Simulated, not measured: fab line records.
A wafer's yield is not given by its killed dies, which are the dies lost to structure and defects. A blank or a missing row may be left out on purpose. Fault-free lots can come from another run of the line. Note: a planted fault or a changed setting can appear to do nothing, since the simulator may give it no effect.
2 desks looking at one fault ; flow berkeleyCmos170 ; what lay behind the numbers comes last; until then each desk has only its own

## AT THE METROLOGY DESK
Lot by lot, what the gauges showed, no matter which tool ran the lot: averages of those sampled wafers that carry a number. Any lot whose mean is over 4 standard deviations away from the usual mean is out of limits and marked OUT; that distance is given in the brackets.
Columns: A = cdNm at UCB170_V2_CD_MEAS_12, usual 699.9 nm; B = V2_OVL at UCB170_V2_OVL_MEAS_13, usual -1 nm; C = cdNm at UCB170_V2_CD_MEAS_90, usual 700.3 nm; D = M3_AL_RS at UCB170_M3_RS_MEAS_02, usual 0.0323 ohm/sq; E = M3_AL_THK at UCB170_M3_THK_MEAS_03, usual 905 nm; F = cdNm at UCB170_M3_CD_MEAS_15, usual 700.3 nm; G = M3_OVL at UCB170_M3_OVL_MEAS_16, usual 2 nm
lot;first seen here;A;B;C;D;E;F;G
L704;day 7 23:13;701.0;1;701.5;0.0322;904;698.9;1
L712;day 9 18:23;701.0;1;701.2;0.0315;922;698.7;1
L713;day 9 22:04;700.9;6;702.0;0.0314;922;701.2;-0
L720;day 11 04:03;698.9;1;699.8;0.0326;891;700.5;2
L723;day 12 00:34;698.7;-1;698.6;0.0316;931;698.8;-2
L726;day 12 09:31;696.3;-4;696.4;0.0321;919;699.1;5
This desk found nothing out of limits on any of the 6 lots.

## TOOL OWNER'S DESK, pvdSputter-02
The tool's own readings at UCB170_M3_SPUTTER_01 (material Al, target thk 900 nm, time 120 s): means of the sampled wafers that have a number, for each lot that ran on this tool. Any lot whose mean is over 4 standard deviations away from the usual mean is out of limits and marked OUT; that distance is given in the brackets.
Columns: A = cathodeDcPowerW at UCB170_M3_SPUTTER_01, usual 6000.0 W; B = throttleValvePct at UCB170_M3_SPUTTER_01, usual 29.8 %
lot;first seen here;A;B
L704;day 7 23:50;5999.5;29.3
L712;day 9 19:00;6137.9 (+99 or more) OUT;29.8
L713;day 9 22:44;6137.0 (+99 or more) OUT;29.5
This desk's finding: out of limits on L712, L713; first on L712, day 9 19:00 (cathodeDcPowerW at UCB170_M3_SPUTTER_01). L704: within limits.

## ALL TOGETHER
On L712, L713, at day 9 19:00, an alarm was possible from the tool owner's desk.
Metrology desk: nothing out of limits seen.
The metrology desk holds a record of L712, L713, inside its limits.
The lots listed all ran UCB170_M3_SPUTTER_01 on pvdSputter-02.

## WHAT THE SIMULATOR HAD PUT IN
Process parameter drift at UCB170_M3_SPUTTER_01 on pvdSputter-02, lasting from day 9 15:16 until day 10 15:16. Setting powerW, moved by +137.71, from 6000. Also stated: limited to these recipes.
Shown lots that were struck: L712, L713.
Each desk's first reading out of limits, in hours after the fault started: the tool owner's desk, 4.
